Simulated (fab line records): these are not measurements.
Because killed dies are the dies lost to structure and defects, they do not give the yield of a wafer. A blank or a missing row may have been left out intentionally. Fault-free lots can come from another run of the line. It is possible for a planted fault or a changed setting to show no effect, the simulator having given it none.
Problem report in the 8D (eight disciplines) form, filled by code ; flow berkeleyCmos170 ; the parts of the form that need people (team, actions taken, sign-off) are left out

## 1. WHAT WENT WRONG
Wafers without a fault read 0.869 a.u., standard deviation 0.012; oesProductAu at UCB170_V2_ETCH_14 reads a mean of 0.963 a.u. on 9 wafers belonging to 3 lots. Measured from the usual mean, that is +7.8 standard deviations.
The step: etches SiO2 in CHF3/CF4/Ar, stops on Al, target depth 1250 nm, time 291 s.
Earliest sighting: wafer L550.1 on rieDiel-03 at day 10 07:59. The record holds 45 wafers of 15 lots with a number at this step. Rule for "out" (also "out of limits"): further than 4 standard deviations from the usual mean. Any other wafer with a number is counted as sound.

## 2. WHAT THIS IS AND IS NOT
question;is;is not
which readings at this step;oesProductAu;CHF3_flow_sccm, drypumpMotorCurrentA, throttleValvePct
which lots;L549, L550, L552;L535, L536, L537, L538, L539, L541, L543, L544, L546, L551, L556, L557
which wafers of those lots;all that have a number;-
read on which tools;rieDiel-03;rieDiel-02, rieDiel-04
when;from day 10 07:59;"up to then (27 sound wafers); but 9 sound wafers of L551, L556, L557 came after"

## 3. WHAT RULES OUT EACH SUSPECT
Counting: any tool at a process step up to the reading is kept as a suspect provided that every lot that is out went through it and no sound lot did after the first of them.
- rieDiel-03 at UCB170_V2_ETCH_14 (etches SiO2 in CHF3/CF4/Ar, stops on Al, target depth 1250 nm, time 291 s): kept. It ran every lot that is out, first L550 (day 10 07:59), and no sound lot after that; its last sound lot up to then is L546 (day 10 01:27). On those wafers its own readings are out: oesProductAu.
Remaining after the count: rieDiel-03 at UCB170_V2_ETCH_14.

## 4. THE CAUSE (what the simulator had put in)
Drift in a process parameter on rieDiel-03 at UCB170_V2_ETCH_14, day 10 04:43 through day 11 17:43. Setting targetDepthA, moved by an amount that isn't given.
Only this tool survived the counting.

## 5. THE CHAIN OF EFFECTS, in route order
Each row: a reading where the mean over the struck wafers with a number is more than 3 standard deviations away from the usual. Only readings for which the record gives a usual standard deviation are gone through. hours: the time from each lot's start at the first step in this table that gives one to its start at this step, as a median over the lots. sigmas: the change in usual standard deviations.
hours;step;reading;usual;on struck wafers;change;sigmas
0;UCB170_V2_ETCH_14;oesProductAu;0.869 a.u.;0.963;+0.094;+7.8
0;UCB170_V2_STRIP_15;stripTimeToEndpointS;15.24 s;16.23;+0.99;+11
Process steps it contains:
- UCB170_V2_ETCH_14: etches SiO2 in CHF3/CF4/Ar, stops on Al, target depth 1250 nm, time 291 s.
- UCB170_V2_STRIP_15: strips in O2.

## 6. HOW IT WOULD HAVE BEEN CAUGHT EARLIER
In this record the first reading out of limits was taken at day 10 07:59, 3 hours after the fault began at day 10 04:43.
